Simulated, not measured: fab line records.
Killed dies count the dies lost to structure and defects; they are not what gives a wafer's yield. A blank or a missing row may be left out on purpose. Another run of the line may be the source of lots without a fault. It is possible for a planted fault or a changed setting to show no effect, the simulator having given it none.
fab line records -- flow ritCmos
record lots=5, wafers=15, lastDay=7
route steps=202 shown M1@192
lots that met no fault: from a run of the same line without faults
startH: hours from the record's first day to the start of the lot's first wafer shown -- waitH: hours from the lot's prior step to this one -- " unchanged from the row above -- L1.1+2: a single row standing in for several wafers -- - value missing, or start not given -- * or withheld: withheld -- < > ~ a bound
route shown NAME@n: names a module that has steps shown in the file, with the first one's number in the route -- usual: mean/standard deviation taken from wafers without a fault -- same: alike in all rows -- chamber/n: place in a boat -- sites: each site's reading -- _std_site: how widely they spread, as a standard deviation -- _edge_site: the outer-site mean with the inner-site mean subtracted -- radiusMm: how far each site lies from the wafer's centre -- mask NAME#n: copy n -- behind: tool/chamber where the wafer was last shaped -- hold: what put the lot on hold/how long, in hours/how the hold closed -- device: transistor that didn't switch, given as n, p or np -- end of line: the tests these same wafers got at the end of their route -- step lacking rows: just its recipe -- killed: the dies lost at the first sort to structure and to defects; this is not the yield of the wafer -- map: per-die view of a wafer (x killed, . not killed, _ where there is no die)
set.NAME: the run value of the setting; set.NAME@STEP: its run value at that earlier step -- model.NAME: the simulator's own value behind a step, which no gauge read
certain route steps with their lots: each step a table, each wafer a row
services: the hour from which a tool's chamber was out of use, counted from the record's first day as startH (under 0 if before that day), plus the number of hours and why
## steps
# step RIT_M1_DEVELOP_08
# recipe resist=NOVOLAK, developTimeS=68, devTempC=23
lot.wafer,tool,chamber,startH,waitH
L074.3+5+6,lithoTrack-01,0,-,-
L079.3+5+6,lithoTrack-01,0,-,-
L081.1+2+3,lithoTrack-02,0,-,-
L085.1+2+6,lithoTrack-03,0,-,-
L095.1+2+5,lithoTrack-03,0,-,-
# step RIT_M1_CD_MEAS_09
# recipe targetCdNm=2600
# usual cdNm=2599.2/1.7
lot.wafer,tool,chamber,startH,waitH,cdNm
L074.3,cdSem-01,-,59.34,-,2596.9
L074.5,cdSem-01,-,59.34,-,2599.7
L074.6,cdSem-01,-,59.34,-,2600.4
L079.3,cdSem-02,-,83.65,-,2598.2
L079.5,cdSem-02,-,83.65,-,2600.4
L079.6,cdSem-02,-,83.65,-,2599.7
L081.1,cdSem-01,-,89.97,-,2599.0
L081.2,cdSem-01,-,89.97,-,2600.8
L081.3,cdSem-01,-,89.97,-,2597.9
L085.1,cdSem-02,-,110.19,-,2600.5
L085.2,cdSem-02,-,110.19,-,2597.5
L085.6,cdSem-02,-,110.19,-,2600.2
L095.1,cdSem-01,-,161.20,-,2600.1
L095.2,cdSem-01,-,161.20,-,2599.6
L095.5,cdSem-01,-,161.20,-,2600.0
# step RIT_M1_OVL_MEAS_10
# usual M1_OVL=-0.6/1.7
lot.wafer,tool,chamber,startH,waitH,M1_OVL[nm]
L074.3,overlay-02,-,59.43,0.1,0.0
L074.5,overlay-02,-,59.43,0.1,-0.6
L074.6,overlay-02,-,59.43,0.1,0.1
L079.3,overlay-02,-,83.75,0.1,0.8
L079.5,overlay-02,-,83.75,0.1,0.9
L079.6,overlay-02,-,83.75,0.1,0.9
L081.1,overlay-01,-,90.09,0.1,-0.7
L081.2,overlay-01,-,90.09,0.1,-3.3
L081.3,overlay-01,-,90.09,0.1,-2.3
L085.1,overlay-01,-,110.31,0.1,0.0
L085.2,overlay-01,-,110.31,0.1,-0.6
L085.6,overlay-01,-,110.31,0.1,-0.3
L095.1,overlay-02,-,161.32,0.1,-2.8
L095.2,overlay-02,-,161.32,0.1,-1.3
L095.5,overlay-02,-,161.32,0.1,-1.5
# step RIT_M1_HARDBAKE_11
# recipe resist=NOVOLAK, tempC=140, timeS=120
lot.wafer,tool,chamber,startH,waitH
L074.3+5+6,lithoTrack-03,0,59.54,0.1
L079.3+5+6,lithoTrack-01,0,83.85,0.1
L081.1+2+3,lithoTrack-03,0,90.12,0.0
L085.1+2+6,lithoTrack-02,0,110.44,0.1
L095.1+2+5,lithoTrack-03,0,161.36,0.0
# step RIT_M1_METAL_ETCH_12
# recipe stopOn=SiO2, chemistry=Cl2/BCl3, target=Al, timeS=165, overEtchFrac=0.5, pressureMtorr=100, targetDepthA=6000, rfW=250, Cl2_flow_sccm=60, bcl3FlowSccm=50
# usual drypumpMotorCurrentA=5.4/0.49, heBacksideLeakSccm=3.42/0.24, oesProductAu=0.772/0.011, throttleValvePct=8.36/0.11
lot.wafer,tool,chamber,startH,waitH,drypumpMotorCurrentA,heBacksideLeakSccm,oesProductAu,rfHoursCounterH,throttleValvePct
L074.3,rieMetal-02,1,59.76,0.2,4.7,3.15,0.776,-,8.18
L074.5,rieMetal-02,1,59.76,0.2,4.7,2.99,0.778,-,8.19
L074.6,rieMetal-02,0,59.76,0.2,5.6,3.48,0.757,-,8.44
L079.3,rieMetal-01,1,84.07,0.2,5.9,3.57,0.763,-,8.36
L079.5,rieMetal-01,1,84.07,0.2,5.9,3.59,0.759,-,8.37
L079.6,rieMetal-01,0,84.07,0.2,6.1,3.60,0.781,-,8.26
L081.1,rieMetal-04,0,90.37,0.2,5.5,3.34,0.771,34,8.45
L081.2,rieMetal-04,1,90.37,0.2,4.9,3.37,0.777,35,8.52
L081.3,rieMetal-04,1,90.37,0.2,4.8,3.38,0.773,-,8.52
L085.1,rieMetal-01,1,110.69,0.2,5.9,3.41,0.763,5,8.35
L085.2,rieMetal-01,0,110.69,0.2,6.0,3.28,0.772,5,8.25
L085.6,rieMetal-01,0,110.69,0.2,6.1,3.36,0.782,-,8.27
L095.1,rieMetal-01,1,161.61,0.2,5.9,3.38,0.788,6,8.37
L095.2,rieMetal-01,0,161.61,0.2,6.0,3.45,0.785,5,8.26
L095.5,rieMetal-01,0,161.61,0.2,6.0,3.21,0.778,-,8.27
# step RIT_M1_STRIP_13
# recipe chemistry=nmp, resist=NOVOLAK, tempC=80, timeS=600, dry=n2Spin
lot.wafer,tool,chamber,startH,waitH
L074.3+5+6,wetBench-03,2,59.87,0.1
L079.3+5+6,wetBench-01,3,84.18,0.1
L081.1+2+3,wetBench-02,0,90.53,0.1
L085.1+2+6,wetBench-03,3,110.85,0.1
L095.1+2+5,wetBench-01,1,161.77,0.1
# step RIT_M1_STRIP_14
# recipe chemistry=O2, timeS=180, platenTempC=withheld, powerW=500, pressureMtorr=4000, o2FlowSccm=4000
# usual drypumpMotorCurrentA=5.9/0.41
lot.wafer,tool,chamber,startH,waitH,drypumpMotorCurrentA,rfHoursCounterH
L074.3,plasmaAsher-02,0,60.10,0.1,6.3,-
L074.5,plasmaAsher-02,1,60.10,0.1,5.9,-
L074.6,plasmaAsher-02,0,60.10,0.1,6.3,-
L079.3,plasmaAsher-02,1,84.43,0.1,5.9,-
L079.5,plasmaAsher-02,1,84.43,0.1,5.9,-
L079.6,plasmaAsher-02,0,84.43,0.1,6.3,-
L081.1,plasmaAsher-02,0,90.71,0.0,6.3,45
L081.2,plasmaAsher-02,1,90.71,0.0,5.9,45
L081.3,plasmaAsher-02,1,90.71,0.0,6.0,-
L085.1,plasmaAsher-02,1,111.03,0.0,6.0,48
L085.2,plasmaAsher-02,0,111.03,0.0,6.3,48
L085.6,plasmaAsher-02,0,111.03,0.0,6.3,-
L095.1,plasmaAsher-02,1,161.96,0.0,5.9,53
L095.2,plasmaAsher-02,0,161.96,0.0,6.3,53
L095.5,plasmaAsher-02,1,161.96,0.0,5.9,-
# step RIT_M1_CD_MEAS_90
# recipe targetCdNm=2600
# usual cdNm=2599.4/2
lot.wafer,tool,chamber,startH,waitH,cdNm
L074.3,cdSem-01,-,60.26,0.1,2596.4
L074.5,cdSem-01,-,60.26,0.1,2599.1
L074.6,cdSem-01,-,60.26,0.1,2598.3
L079.3,cdSem-02,-,84.59,0.1,2597.8
L079.5,cdSem-02,-,84.59,0.1,2601.2
L079.6,cdSem-02,-,84.59,0.1,2597.3
L081.1,cdSem-01,-,90.88,0.1,2601.4
L081.2,cdSem-01,-,90.88,0.1,2601.0
L081.3,cdSem-01,-,90.88,0.1,2597.0
L085.1,cdSem-02,-,111.20,0.1,2602.3
L085.2,cdSem-02,-,111.20,0.1,2596.7
L085.6,cdSem-02,-,111.20,0.1,2599.9
L095.1,cdSem-02,-,162.14,0.1,2600.2
L095.2,cdSem-02,-,162.14,0.1,2598.8
L095.5,cdSem-02,-,162.14,0.1,2599.3
# step RIT_M1_ANNEAL_15
# recipe tempC=450, timeS=1800, ambient=forming_gas_H2N2
# usual spikeTcSourceC=468.2/0.98, zonePowerLoadPct=6.77/0.065
lot.wafer,tool,chamber,startH,waitH,spikeTcSourceC,zonePowerLoadPct
L074.3,furnace-02,0,60.34,0.1,470.5,6.72
L074.5,furnace-02,0,60.34,0.1,467.5,6.71
L074.6,furnace-02,0,60.34,0.1,469.4,6.74
L079.3,furnace-02,0,84.67,0.1,467.5,6.88
L079.5,furnace-02,0,84.67,0.1,469.2,6.69
L079.6,furnace-02,0,84.67,0.1,468.8,6.83
L081.1,furnace-02,0,91.00,0.1,468.4,6.64
L081.2,furnace-02,0,91.00,0.1,467.2,6.72
L081.3,furnace-02,0,91.00,0.1,469.1,6.76
L085.1,furnace-02,0,111.32,0.1,468.3,6.71
L085.2,furnace-02,0,111.32,0.1,467.4,6.79
L085.6,furnace-02,0,111.32,0.1,469.1,6.79
L095.1,furnace-02,0,162.26,0.1,467.3,6.70
L095.2,furnace-02,0,162.26,0.1,467.9,6.85
L095.5,furnace-02,0,162.26,0.1,468.6,6.81
# step RIT_M1_BOW_MEAS_16
# recipe mode=bow
# usual M1_BOW=18/6.2
lot.wafer,tool,chamber,startH,waitH,M1_BOW[um]
L074.3,filmMetro-04,-,61.88,0.0,14
L074.5,filmMetro-04,-,61.88,0.0,17
L074.6,filmMetro-04,-,61.88,0.0,24
L079.3,filmMetro-04,-,86.21,0.0,10
L079.5,filmMetro-04,-,86.21,0.0,11
L079.6,filmMetro-04,-,86.21,0.0,26
L081.1,filmMetro-01,-,92.50,0.0,13
L081.2,filmMetro-01,-,92.50,0.0,14
L081.3,filmMetro-01,-,92.50,0.0,15
L085.1,filmMetro-01,-,112.82,0.0,16
L085.2,filmMetro-01,-,112.82,0.0,24
L085.6,filmMetro-01,-,112.82,0.0,18
L095.1,filmMetro-03,-,163.76,0.0,17
L095.2,filmMetro-03,-,163.76,0.0,5
L095.5,filmMetro-03,-,163.76,0.0,11
# step RIT_M1_PROBE_99
# usual defectLimitedYield=97.3/1.2, killedAtContacts=0.1/0.24, killedAtFrontEnd=7/3.2, killedDies=7/3.2, killedOpen=3.6/2.1, killedShort=3.5/2, sort_bin_3_pad_short=0.1/0.18, sort_bin_5_function=1.5/0.84, sort_bin_6_memory=1.1/0.74, sortNPass=257/3.2, sortYieldPct=97.3/1.2
# same grossDies=264, killed_at_M0_to_M3=0, killed_at_M4_up=0, killedAtBackSide=0, killedAtOther=0
lot.wafer,tool,chamber,startH,waitH,defectLimitedYield[%],killedAtContacts,killedAtFrontEnd,killedDies,killedOpen,killedShort,sort_bin_3_pad_short[%],sort_bin_5_function[%],sort_bin_6_memory[%],sortNPass,sortYieldPct[%]
L074.3,prober-02,-,62.06,0.2,99.2,0,2,2,2,0,0,0.8,0,262,99.2
L074.5,prober-02,-,62.16,0.2,97.0,0,8,8,5,3,0,1.5,1.5,256,97.0
L074.6,prober-02,-,62.21,0.2,97.3,0,7,7,4,3,0,0.4,2.3,257,97.3
L081.1,prober-01,-,92.62,0.1,96.6,0,9,9,3,6,0,1.5,1.9,255,96.6
L081.2,prober-01,-,92.67,0.1,96.2,0,10,10,5,5,0,2.3,1.5,254,96.2
L081.3,prober-01,-,92.72,0.2,97.7,0,6,6,2,4,0,0.8,1.5,258,97.7
L085.1,prober-01,-,112.94,0.1,97.7,0,6,6,1,5,0.4,1.5,0.4,258,97.7
L085.2,prober-01,-,112.99,0.1,96.6,0,9,9,4,5,0,0.8,2.7,255,96.6
L085.6,prober-01,-,113.19,0.2,95.8,1,10,11,5,6,0.4,1.1,2.7,253,95.8
L095.1,prober-01,-,163.88,0.1,96.2,0,10,10,7,3,0.4,0.8,2.7,254,96.2
L095.2,prober-01,-,163.93,0.1,96.6,0,9,9,4,5,0.4,1.5,1.5,255,96.6
L095.5,prober-01,-,164.08,0.2,97.7,0,6,6,3,3,0,1.5,0.8,258,97.7
# killed by level:class
L074.3 FOX1:geometricParticle:open=1 GATE:geometricParticle:open=1
L074.5 GATE:geometricParticle:open=2 GATE:geometricParticle:short=2 REOX:geometricParticle:open=2 REOX:geometricParticle:short=1 SPACER:geometricParticle:open=1
L074.6 FOX1:geometricParticle:open=2 GATE:geometricParticle:short=2 GATE:geometricParticle:open=1 SPACER:geometricParticle:open=1 SILICIDE:geometricParticle:short=1
L081.1 GATE:geometricParticle:open=3 GATE:geometricParticle:short=3 REOX:geometricParticle:short=2 SILICIDE:geometricParticle:short=1
L081.2 GATE:geometricParticle:open=3 GATE:geometricParticle:short=2 FOX2:geometricParticle:short=1 REOX:geometricParticle:open=1 SPACER:geometricParticle:open=1 SPACER:geometricParticle:short=1 SILICIDE:geometricParticle:short=1
L081.3 FOX2:geometricParticle:short=1 FOX2:geometricParticle:open=1 GATE:geometricParticle:short=1 GATE:geometricParticle:open=1 REOX:geometricParticle:short=1 SILICIDE:geometricParticle:short=1
L085.1 SPACER:geometricParticle:short=3 GATE:geometricParticle:short=2 GATE:geometricParticle:open=1
L085.2 GATE:geometricParticle:short=2 REOX:geometricParticle:open=2 SPACER:geometricParticle:open=2 REOX:geometricParticle:short=1 SPACER:geometricParticle:short=1 SILICIDE:geometricParticle:short=1
L085.6 GATE:geometricParticle:short=3 GATE:geometricParticle:open=2 SILICIDE:geometricParticle:open=2 FOX2:geometricParticle:short=1 SPACER:geometricParticle:short=1 SPACER:geometricParticle:open=1 CONTACT:geometricParticle:short=1
L095.1 GATE:geometricParticle:open=7 GATE:geometricParticle:short=2 SILICIDE:geometricParticle:short=1
L095.2 FOX1:geometricParticle:short=3 FOX1:geometricParticle:open=1 GATE:geometricParticle:short=1 GATE:geometricParticle:open=1 SPACER:geometricParticle:open=1 SILICIDE:geometricParticle:open=1 SILICIDE:geometricParticle:short=1
L095.5 GATE:geometricParticle:open=2 FOX1:geometricParticle:open=1 GATE:geometricParticle:short=1 REOX:geometricParticle:short=1 SILICIDE:geometricParticle:short=1
## services
tool,chamber,startH,hours,kind
rieMetal-04,-,47.79,14.6,pm
wetBench-02,-,69.78,1.2,repair
rieMetal-01,0,126.97,5.4,repair
rieMetal-02,-,135.19,1.4,pm
rieMetal-04,-,136.12,20.0,pm
rieMetal-04,0,136.12,20.0,ventCycle
rieMetal-04,1,136.12,20.0,ventCycle
wetBench-03,-,149.80,8.0,repair
rieMetal-04,0,156.12,-,clean
rieMetal-04,1,156.12,-,clean
wetBench-02,-,157.21,1.9,pm
## key
fault none
